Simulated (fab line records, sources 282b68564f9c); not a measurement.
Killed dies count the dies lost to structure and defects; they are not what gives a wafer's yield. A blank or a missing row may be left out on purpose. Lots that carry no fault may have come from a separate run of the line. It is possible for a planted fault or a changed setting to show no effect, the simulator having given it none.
Which of the tools did it? || flow rit-cmos || 6 lots, 18 wafers sampled, at 2 steps of a route of 202

## WHAT THE GAUGES SHOWED, per wafer
RIT_GATE_CD_MEAS_16: target cd 150 nm.
{"lot": "L792", "measured": "day 2 18:32", "on": "cd-sem-02", "cd-nm (nm)": "152.0 150.2 150.7"}
{"lot": "L795", "measured": "day 3 10:34", "on": "cd-sem-02", "cd-nm (nm)": "153.9 155.9 155.4"}
{"lot": "L807", "measured": "day 5 23:34", "on": "cd-sem-01", "cd-nm (nm)": "150.9 149.3 148.8"}
{"lot": "L809", "measured": "day 6 11:22", "on": "cd-sem-02", "cd-nm (nm)": "151.0 151.2 151.4"}
{"lot": "L811", "measured": "day 6 20:52", "on": "cd-sem-01", "cd-nm (nm)": "145.4 145.6 149.1"}
{"lot": "L813", "measured": "day 7 06:20", "on": "cd-sem-02", "cd-nm (nm)": "146.9 148.0 148.3"}

## WHAT TOOL EACH LOT RAN ON (gives the tool, then ch and the chambers of the sampled wafers, and finally the start)
{"lot": "L792", "RIT_GATE_EXPOSE_13": "iline-stepper-02 ch 0, day 2 18:08"}
{"lot": "L795", "RIT_GATE_EXPOSE_13": "iline-stepper-02 ch 0, day 3 10:10"}
{"lot": "L807", "RIT_GATE_EXPOSE_13": "iline-stepper-02 ch 0, day 5 23:10"}
{"lot": "L809", "RIT_GATE_EXPOSE_13": "iline-stepper-01 ch 0, day 6 10:58"}
{"lot": "L811", "RIT_GATE_EXPOSE_13": "iline-stepper-01 ch 0, day 6 20:28"}
{"lot": "L813", "RIT_GATE_EXPOSE_13": "iline-stepper-02 ch 0, day 7 05:56"}
- RIT_GATE_EXPOSE_13: exposes mask M6, target cd 150 nm.

## THE ANSWER, worked out from the rows above alone
Rule: the lots themselves supply what counts as usual. The widest of any qualifying gaps counts: lots, ordered by their means at a reading, are off when they make up no more than a third of the lots, leave a main group of 4 or more, and stand apart from it by 3 or more times the standard deviation of that group's means. The tables above print the reading to a certain number of digits; a main group whose means all agree to those digits is not used. Also off: a lot with no number at a reading for which 4 or more lots have one. Where the step has rows for the other lots, those lots are counted as sound.
None of the lots is off at any reading shown; this tells nothing.

## WHAT THE SIMULATOR HAD PUT IN
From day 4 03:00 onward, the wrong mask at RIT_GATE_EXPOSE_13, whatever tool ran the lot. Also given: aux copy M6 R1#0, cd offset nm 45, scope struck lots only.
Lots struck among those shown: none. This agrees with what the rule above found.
